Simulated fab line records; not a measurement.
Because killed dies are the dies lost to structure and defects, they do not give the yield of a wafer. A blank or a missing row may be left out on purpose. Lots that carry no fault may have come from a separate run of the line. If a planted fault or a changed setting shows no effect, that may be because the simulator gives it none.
Code-filled problem report in 8D (eight disciplines) form || flow ritCmos || the parts of the form that need people (team, actions taken, sign-off) are left out

== 1. THE PROBLEM ==
Wafers free of any fault read 43.9 nm (standard deviation 0.92) for ACTIVE_OXIDE_THK at RIT_ACTIVE_THK_MEAS_02, against a mean of 58.1 nm on 6 wafers of 2 lots. Relative to the usual mean, that is a shift of +15 standard deviations.
Seen first at day 3 04:03 on filmMetro-02, wafer L824.1. The record has a number at this step for 42 wafers belonging to 14 lots. Rule for "out" (also "out of limits"): further than 4 standard deviations from the usual mean. All remaining wafers that have a number are taken as sound.

== 2. WHAT IT IS; WHAT IT IS NOT ==
{"question": "which readings at this step", "is": "ACTIVE_OXIDE_THK", "is not": "-"}
{"question": "which lots", "is": "L824, L826", "is not": "L816, L817, L818, L819, L821, L822, L823, L825, L828, L834, L835, L838"}
{"question": "which wafers of those lots", "is": "all that have a number", "is not": "-"}
{"question": "read on which gauges", "is": "filmMetro-02, filmMetro-04", "is not": "filmMetro-03"}
{"question": "when", "is": "from day 3 04:03", "is not": "up to then (21 sound wafers); but 15 sound wafers of L825, L828, L834, L835, L838 came after"}

== 3. WHAT RULES OUT EACH SUSPECT ==
Counting: a tool stays on the suspect list if, at a process step up to the reading, it processed all lots that are out and no sound lot following the first of them.
- the gauge at RIT_ACTIVE_THK_MEAS_02 has been ruled out. Those wafers that are out were read across 2 gauges (filmMetro-02, filmMetro-04).
- furnace-01 at RIT_ACTIVE_OXIDATION_01 (target thk 46.8 nm, ox time 3360 s): kept. Every lot that is out went through it, starting with L824 (day 3 02:07), and after that it ran no sound lot; the last sound lot it ran before then is L822 (day 2 19:08).
Remaining after the count: furnace-01 at RIT_ACTIVE_OXIDATION_01.

== 4. THE CAUSE (what the simulator had put in) ==
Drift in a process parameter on furnace-01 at RIT_ACTIVE_OXIDATION_01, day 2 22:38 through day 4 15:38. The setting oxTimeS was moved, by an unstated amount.
Only this tool survived the counting.

== 5. THE EFFECT CHAIN, in route order ==
Each row: a reading where the mean over the struck wafers with a number is more than 3 standard deviations away from the usual. Scope: only readings with a usual standard deviation given in the record; hours: median across lots of the time from each lot's start at the first step in this table that gives one to its start at this step; sigmas: change in usual standard deviations.
{"hours": 0, "step": "RIT_ACTIVE_THK_MEAS_02", "reading": "ACTIVE_OXIDE_THK", "usual": "43.9 nm", "on struck wafers": 58.1, "change": "+14.2", "sigmas": "+15"}

== 6. WHAT WOULD HAVE CAUGHT IT SOONER ==
In this record the first reading out of limits at a measuring or inspecting step was taken at day 3 04:03, 5 hours after the fault began at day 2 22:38.
Tool readings at RIT_ACTIVE_OXIDATION_01 with a usual standard deviation given in the record: none out on any struck wafer, hence no alarm at a limit of 4 standard deviations on them.
L826, from the lots that are out (2), started RIT_ACTIVE_OXIDATION_01 on furnace-01 later than day 3 04:03. Holding the tool at that time would have saved it.
